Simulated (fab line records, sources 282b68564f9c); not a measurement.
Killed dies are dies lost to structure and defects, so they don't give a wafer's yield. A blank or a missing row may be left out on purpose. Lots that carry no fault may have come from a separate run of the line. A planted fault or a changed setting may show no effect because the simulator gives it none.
Which tool is to blame? || flow rit cmos || Sampling: 14 lots, 42 wafers, 6 of 202 route steps

WHAT THE GAUGES READ, wafer by wafer
RIT_CONTACT_CD_MEAS_90: target cd 1000 nm. Usual: cd nm reads 1000.4 nm (standard deviation 2.5).
{"lot": "L302", "measured": "day 3 05:56", "on": "cd sem-01", "cd nm (nm)": "1000.6 1001.3 999.8", "flag": ""}
{"lot": "L303", "measured": "day 3 09:22", "on": "cd sem-01", "cd nm (nm)": "998.9 998.8 998.2", "flag": ""}
{"lot": "L304", "measured": "day 3 22:24", "on": "cd sem-01", "cd nm (nm)": "997.6 995.8 996.2", "flag": ""}
{"lot": "L305", "measured": "day 4 04:47", "on": "cd sem-01", "cd nm (nm)": "996.7 995.7 1000.5", "flag": ""}
{"lot": "L306", "measured": "day 4 11:32", "on": "cd sem-01", "cd nm (nm)": "1001.4 1000.6 999.9", "flag": ""}
{"lot": "L307", "measured": "day 4 13:10", "on": "cd sem-01", "cd nm (nm)": "999.8 998.9 1000.3", "flag": ""}
{"lot": "L310", "measured": "day 5 02:49", "on": "cd sem-02", "cd nm (nm)": "995.0 999.4 997.6", "flag": ""}
{"lot": "L311", "measured": "day 5 17:38", "on": "cd sem-01", "cd nm (nm)": "1002.6 1001.1 1005.0", "flag": ""}
{"lot": "L317", "measured": "day 6 16:07", "on": "cd sem-01", "cd nm (nm)": "1001.9 999.5 999.5", "flag": ""}
{"lot": "L319", "measured": "day 7 00:14", "on": "cd sem-01", "cd nm (nm)": "996.8 996.3 997.7", "flag": ""}
{"lot": "L321", "measured": "day 7 08:14", "on": "cd sem-02", "cd nm (nm)": "997.8 997.9 998.1", "flag": ""}
{"lot": "L322", "measured": "day 7 14:41", "on": "cd sem-01", "cd nm (nm)": "1005.0 1003.7 1004.2", "flag": ""}
{"lot": "L325", "measured": "day 8 00:55", "on": "cd sem-02", "cd nm (nm)": "1001.9 998.6 1001.8", "flag": ""}
{"lot": "L324", "measured": "day 19 13:14", "on": "cd sem-02", "cd nm (nm)": "1000.2 1003.2 999.7", "flag": ""}

RIT_M1_RS_MEAS_01: a four-point-probe measurement. Usual: for M1_AL_RS the level is 0.0738 ohm/sq and the standard deviation is 0.00088.
{"lot": "L302", "measured": "day 3 06:53", "on": "film metro-04", "M1_AL_RS (ohm/sq)": "0.0744 0.0728 0.0735", "flag": ""}
{"lot": "L303", "measured": "day 3 10:18", "on": "film metro-04", "M1_AL_RS (ohm/sq)": "0.0732 0.0746 0.0732", "flag": ""}
{"lot": "L304", "measured": "day 3 23:10", "on": "film metro-04", "M1_AL_RS (ohm/sq)": "0.0721 0.0718 0.0721", "flag": ""}
{"lot": "L305", "measured": "day 4 05:34", "on": "film metro-01", "M1_AL_RS (ohm/sq)": "0.0735 0.0736 0.0741", "flag": ""}
{"lot": "L306", "measured": "day 4 12:18", "on": "film metro-01", "M1_AL_RS (ohm/sq)": "0.0738 0.0751 0.0741", "flag": ""}
{"lot": "L307", "measured": "day 4 13:55", "on": "film metro-04", "M1_AL_RS (ohm/sq)": "0.0726 0.0739 0.0735", "flag": ""}
{"lot": "L310", "measured": "day 5 03:35", "on": "film metro-01", "M1_AL_RS (ohm/sq)": "0.0739 0.0676 0.0746 0.0740 0.0679 0.0748", "flag": ""}
{"lot": "L311", "measured": "day 5 18:36", "on": "film metro-01", "M1_AL_RS (ohm/sq)": "0.0728 0.0735 0.0674 0.0728 0.0737 0.0676", "flag": ""}
{"lot": "L317", "measured": "day 6 16:54", "on": "film metro-04", "M1_AL_RS (ohm/sq)": "0.0741 0.0737 0.0752", "flag": ""}
{"lot": "L319", "measured": "day 7 00:59", "on": "film metro-03", "M1_AL_RS (ohm/sq)": "0.0740 0.0744 0.0729", "flag": ""}
{"lot": "L321", "measured": "day 7 09:01", "on": "film metro-04", "M1_AL_RS (ohm/sq)": "0.0725 0.0725 0.0726", "flag": ""}
{"lot": "L322", "measured": "day 7 15:28", "on": "film metro-04", "M1_AL_RS (ohm/sq)": "0.0751 0.0737 0.0755", "flag": ""}
{"lot": "L325", "measured": "day 8 01:41", "on": "film metro-03", "M1_AL_RS (ohm/sq)": "0.0748 0.0755 0.0736", "flag": ""}
{"lot": "L324", "measured": "day 19 14:01", "on": "film metro-04", "M1_AL_RS (ohm/sq)": "0.0752 0.0737 0.0752", "flag": ""}

RIT_M1_THK_MEAS_02: measures by xrf. Usual: for M1_AL_THK the level is 391 nm and the standard deviation is 4.8.
{"lot": "L302", "measured": "day 3 07:00", "on": "film metro-04", "M1_AL_THK (nm)": "389 393 393", "flag": ""}
{"lot": "L303", "measured": "day 3 10:25", "on": "film metro-04", "M1_AL_THK (nm)": "394 388 395", "flag": ""}
{"lot": "L304", "measured": "day 3 23:17", "on": "film metro-04", "M1_AL_THK (nm)": "400 401 401", "flag": ""}
{"lot": "L305", "measured": "day 4 05:41", "on": "film metro-01", "M1_AL_THK (nm)": "389 389 390", "flag": ""}
{"lot": "L306", "measured": "day 4 12:25", "on": "film metro-01", "M1_AL_THK (nm)": "387 385 389", "flag": ""}
{"lot": "L307", "measured": "day 4 14:02", "on": "film metro-04", "M1_AL_THK (nm)": "397 391 394", "flag": ""}
{"lot": "L310", "measured": "day 5 11:11", "on": "film metro-01", "M1_AL_THK (nm)": "389 421 382 388 420 381", "flag": ""}
{"lot": "L311", "measured": "day 5 23:19", "on": "film metro-01", "M1_AL_THK (nm)": "393 389 421 391 385 422", "flag": ""}
{"lot": "L317", "measured": "day 6 17:01", "on": "film metro-04", "M1_AL_THK (nm)": "393 391 384", "flag": ""}
{"lot": "L319", "measured": "day 7 01:07", "on": "film metro-03", "M1_AL_THK (nm)": "394 391 397", "flag": ""}
{"lot": "L321", "measured": "day 7 09:08", "on": "film metro-04", "M1_AL_THK (nm)": "400 401 396", "flag": ""}
{"lot": "L322", "measured": "day 7 15:34", "on": "film metro-04", "M1_AL_THK (nm)": "386 393 384", "flag": ""}
{"lot": "L325", "measured": "day 8 01:48", "on": "film metro-03", "M1_AL_THK (nm)": "388 387 392", "flag": ""}
{"lot": "L324", "measured": "day 19 14:08", "on": "film metro-04", "M1_AL_THK (nm)": "385 392 384", "flag": ""}

TOOL THAT RAN EACH LOT (tool first, then ch and the chambers of the sampled wafers, then the start)
{"lot": "L302", "RIT_SDANNEAL_RTA_03": "rtp anneal-01 ch 0, day 3 02:58", "RIT_SILICIDE_RTA_06": "rtp anneal-01 ch 0, day 3 04:00", "RIT_M1_SPUTTER_00": "pvd sputter-01, day 3 06:35"}
{"lot": "L303", "RIT_SDANNEAL_RTA_03": "rtp anneal-02 ch 0, day 3 06:25", "RIT_SILICIDE_RTA_06": "rtp anneal-02 ch 0, day 3 07:25", "RIT_M1_SPUTTER_00": "pvd sputter-02, day 3 10:01"}
{"lot": "L304", "RIT_SDANNEAL_RTA_03": "rtp anneal-01 ch 0, day 3 19:28", "RIT_SILICIDE_RTA_06": "rtp anneal-01 ch 0, day 3 20:27", "RIT_M1_SPUTTER_00": "pvd sputter-03, day 3 22:51"}
{"lot": "L305", "RIT_SDANNEAL_RTA_03": "rtp anneal-02 ch 0, day 4 01:48", "RIT_SILICIDE_RTA_06": "rtp anneal-02 ch 0, day 4 02:47", "RIT_M1_SPUTTER_00": "pvd sputter-02, day 4 05:16"}
{"lot": "L306", "RIT_SDANNEAL_RTA_03": "rtp anneal-01 ch 0, day 4 08:36", "RIT_SILICIDE_RTA_06": "rtp anneal-01 ch 0, day 4 09:35", "RIT_M1_SPUTTER_00": "pvd sputter-02, day 4 12:00"}
{"lot": "L307", "RIT_SDANNEAL_RTA_03": "rtp anneal-02 ch 0, day 4 10:10", "RIT_SILICIDE_RTA_06": "rtp anneal-02 ch 0, day 4 11:09", "RIT_M1_SPUTTER_00": "pvd sputter-03, day 4 13:38"}
{"lot": "L310", "RIT_SDANNEAL_RTA_03": "rtp anneal-01 ch 0, day 4 23:49", "RIT_SILICIDE_RTA_06": "rtp anneal-01 ch 0, day 5 00:52", "RIT_M1_SPUTTER_00": "pvd sputter-02, day 5 03:18"}
{"lot": "L311", "RIT_SDANNEAL_RTA_03": "rtp anneal-02 ch 0, day 5 14:41", "RIT_SILICIDE_RTA_06": "rtp anneal-01 ch 0, day 5 15:41", "RIT_M1_SPUTTER_00": "pvd sputter-02, day 5 18:18"}
{"lot": "L317", "RIT_SDANNEAL_RTA_03": "rtp anneal-02 ch 0, day 6 13:08", "RIT_SILICIDE_RTA_06": "rtp anneal-02 ch 0, day 6 14:08", "RIT_M1_SPUTTER_00": "pvd sputter-01, day 6 16:35"}
{"lot": "L319", "RIT_SDANNEAL_RTA_03": "rtp anneal-02 ch 0, day 6 21:17", "RIT_SILICIDE_RTA_06": "rtp anneal-02 ch 0, day 6 22:17", "RIT_M1_SPUTTER_00": "pvd sputter-03, day 7 00:42"}
{"lot": "L321", "RIT_SDANNEAL_RTA_03": "rtp anneal-02 ch 0, day 7 05:22", "RIT_SILICIDE_RTA_06": "rtp anneal-02 ch 0, day 7 06:25", "RIT_M1_SPUTTER_00": "pvd sputter-01, day 7 08:43"}
{"lot": "L322", "RIT_SDANNEAL_RTA_03": "rtp anneal-01 ch 0, day 7 11:37", "RIT_SILICIDE_RTA_06": "rtp anneal-01 ch 0, day 7 12:40", "RIT_M1_SPUTTER_00": "pvd sputter-01, day 7 15:07"}
{"lot": "L325", "RIT_SDANNEAL_RTA_03": "rtp anneal-01 ch 0, day 7 21:57", "RIT_SILICIDE_RTA_06": "rtp anneal-01 ch 0, day 7 23:00", "RIT_M1_SPUTTER_00": "pvd sputter-01, day 8 01:23"}
{"lot": "L324", "RIT_SDANNEAL_RTA_03": "rtp anneal-01 ch 0, day 19 09:56", "RIT_SILICIDE_RTA_06": "rtp anneal-01 ch 0, day 19 10:56", "RIT_M1_SPUTTER_00": "pvd sputter-02, day 19 13:43"}
- RIT_SDANNEAL_RTA_03: time 5 s.
- RIT_SILICIDE_RTA_06: time 10 s, ramp up 5 s, ramp down 10 s.
- RIT_M1_SPUTTER_00: material Al, target thk 400 nm, time 500 s.

AS READ BY THE TOOLS THEMSELVES (means over the sampled wafers that have a number; for cases with no such wafer, the mark the record gives instead)
RIT_SDANNEAL_RTA_03. Usual: wafer_temp_C_max reads 1053.6 (standard deviation 1.2).
{"lot": "L302", "tool": "rtp anneal-01", "wafer_temp_C_max": 1052.6, "flag": ""}
{"lot": "L303", "tool": "rtp anneal-02", "wafer_temp_C_max": 1053.3, "flag": ""}
{"lot": "L304", "tool": "rtp anneal-01", "wafer_temp_C_max": 1053.1, "flag": ""}
{"lot": "L305", "tool": "rtp anneal-02", "wafer_temp_C_max": 1053.8, "flag": ""}
{"lot": "L306", "tool": "rtp anneal-01", "wafer_temp_C_max": 1053.7, "flag": ""}
{"lot": "L307", "tool": "rtp anneal-02", "wafer_temp_C_max": 1053.1, "flag": ""}
{"lot": "L310", "tool": "rtp anneal-01", "wafer_temp_C_max": 1054.9, "flag": ""}
{"lot": "L311", "tool": "rtp anneal-02", "wafer_temp_C_max": 1053.8, "flag": ""}
{"lot": "L317", "tool": "rtp anneal-02", "wafer_temp_C_max": 1053.5, "flag": ""}
{"lot": "L319", "tool": "rtp anneal-02", "wafer_temp_C_max": 1053.0, "flag": ""}
{"lot": "L321", "tool": "rtp anneal-02", "wafer_temp_C_max": 1053.8, "flag": ""}
{"lot": "L322", "tool": "rtp anneal-01", "wafer_temp_C_max": 1053.3, "flag": ""}
{"lot": "L325", "tool": "rtp anneal-01", "wafer_temp_C_max": 1053.9, "flag": ""}
{"lot": "L324", "tool": "rtp anneal-01", "wafer_temp_C_max": 1053.6, "flag": ""}

RIT_SILICIDE_RTA_06. Usual: wafer_temp_C_max reads 755.3 (standard deviation 1.1).
{"lot": "L302", "tool": "rtp anneal-01", "wafer_temp_C_max": 755.5, "flag": ""}
{"lot": "L303", "tool": "rtp anneal-02", "wafer_temp_C_max": 755.6, "flag": ""}
{"lot": "L304", "tool": "rtp anneal-01", "wafer_temp_C_max": 754.5, "flag": ""}
{"lot": "L305", "tool": "rtp anneal-02", "wafer_temp_C_max": 755.2, "flag": ""}
{"lot": "L306", "tool": "rtp anneal-01", "wafer_temp_C_max": 755.7, "flag": ""}
{"lot": "L307", "tool": "rtp anneal-02", "wafer_temp_C_max": 755.5, "flag": ""}
{"lot": "L310", "tool": "rtp anneal-01", "wafer_temp_C_max": 756.2, "flag": ""}
{"lot": "L311", "tool": "rtp anneal-01", "wafer_temp_C_max": 755.6, "flag": ""}
{"lot": "L317", "tool": "rtp anneal-02", "wafer_temp_C_max": 755.5, "flag": ""}
{"lot": "L319", "tool": "rtp anneal-02", "wafer_temp_C_max": 755.4, "flag": ""}
{"lot": "L321", "tool": "rtp anneal-02", "wafer_temp_C_max": 755.1, "flag": ""}
{"lot": "L322", "tool": "rtp anneal-01", "wafer_temp_C_max": 755.8, "flag": ""}
{"lot": "L325", "tool": "rtp anneal-01", "wafer_temp_C_max": 755.2, "flag": ""}
{"lot": "L324", "tool": "rtp anneal-01", "wafer_temp_C_max": 754.6, "flag": ""}

RIT_M1_SPUTTER_00. Usual: cathode dc power W 2000.0 W, standard deviation 0.4; chamber pressure pa 0.3999 Pa, standard deviation 0.00088; throttle valve pct 29.9 %, standard deviation 0.93.
{"lot": "L302", "tool": "pvd sputter-01", "cathode dc power W (W)": 2000.1, "chamber pressure pa (Pa)": 0.4003, "throttle valve pct (%)": 29.4, "flag": ""}
{"lot": "L303", "tool": "pvd sputter-02", "cathode dc power W (W)": 2000.1, "chamber pressure pa (Pa)": 0.3998, "throttle valve pct (%)": 30.2, "flag": ""}
{"lot": "L304", "tool": "pvd sputter-03", "cathode dc power W (W)": 2000.1, "chamber pressure pa (Pa)": 0.3995, "throttle valve pct (%)": 29.2, "flag": ""}
{"lot": "L305", "tool": "pvd sputter-02", "cathode dc power W (W)": 2000.2, "chamber pressure pa (Pa)": 0.4002, "throttle valve pct (%)": 30.9, "flag": ""}
{"lot": "L306", "tool": "pvd sputter-02", "cathode dc power W (W)": 2000.0, "chamber pressure pa (Pa)": 0.3996, "throttle valve pct (%)": 29.7, "flag": ""}
{"lot": "L307", "tool": "pvd sputter-03", "cathode dc power W (W)": 2000.1, "chamber pressure pa (Pa)": 0.3991, "throttle valve pct (%)": 29.2, "flag": ""}
{"lot": "L310", "tool": "pvd sputter-02", "cathode dc power W (W)": 2049.2, "chamber pressure pa (Pa)": 0.4011, "throttle valve pct (%)": 30.3, "flag": "OFF"}
{"lot": "L311", "tool": "pvd sputter-02", "cathode dc power W (W)": 2049.5, "chamber pressure pa (Pa)": 0.3994, "throttle valve pct (%)": 30.2, "flag": "OFF"}
{"lot": "L317", "tool": "pvd sputter-01", "cathode dc power W (W)": 1999.9, "chamber pressure pa (Pa)": 0.3999, "throttle valve pct (%)": 29.5, "flag": ""}
{"lot": "L319", "tool": "pvd sputter-03", "cathode dc power W (W)": 2000.6, "chamber pressure pa (Pa)": 0.3997, "throttle valve pct (%)": 29.8, "flag": ""}
{"lot": "L321", "tool": "pvd sputter-01", "cathode dc power W (W)": 2000.1, "chamber pressure pa (Pa)": 0.4004, "throttle valve pct (%)": 29.2, "flag": ""}
{"lot": "L322", "tool": "pvd sputter-01", "cathode dc power W (W)": 1999.7, "chamber pressure pa (Pa)": 0.3996, "throttle valve pct (%)": 30.0, "flag": ""}
{"lot": "L325", "tool": "pvd sputter-01", "cathode dc power W (W)": 1999.8, "chamber pressure pa (Pa)": 0.3991, "throttle valve pct (%)": 29.5, "flag": ""}
{"lot": "L324", "tool": "pvd sputter-02", "cathode dc power W (W)": 2000.2, "chamber pressure pa (Pa)": 0.4004, "throttle valve pct (%)": 30.7, "flag": ""}

THE ANSWER, worked out from the rows above alone
Rule: a lot is off if the mean of its wafers that have a number lies more than 3 standard deviations from the usual mean. A lot without any number at a reading at which 4 lots or more have one is off too. Where the step has rows for the other lots, those lots are counted as sound. Order of review: gauges by route order, followed by the tools' own readings, for which a lot's mean as printed above is used. At the first step where some lot is off, the reading lying furthest off is the one used; lots without a number count as furthest.
Off: L310, L311, at RIT_M1_SPUTTER_00 (cathode dc power W).
A tool fits if, at that step or a process step before it, it ran every lot that is off, and no sound lot after the first of them. Not one of the candidates tried fits.

WHAT THE SIMULATOR HAD INSERTED
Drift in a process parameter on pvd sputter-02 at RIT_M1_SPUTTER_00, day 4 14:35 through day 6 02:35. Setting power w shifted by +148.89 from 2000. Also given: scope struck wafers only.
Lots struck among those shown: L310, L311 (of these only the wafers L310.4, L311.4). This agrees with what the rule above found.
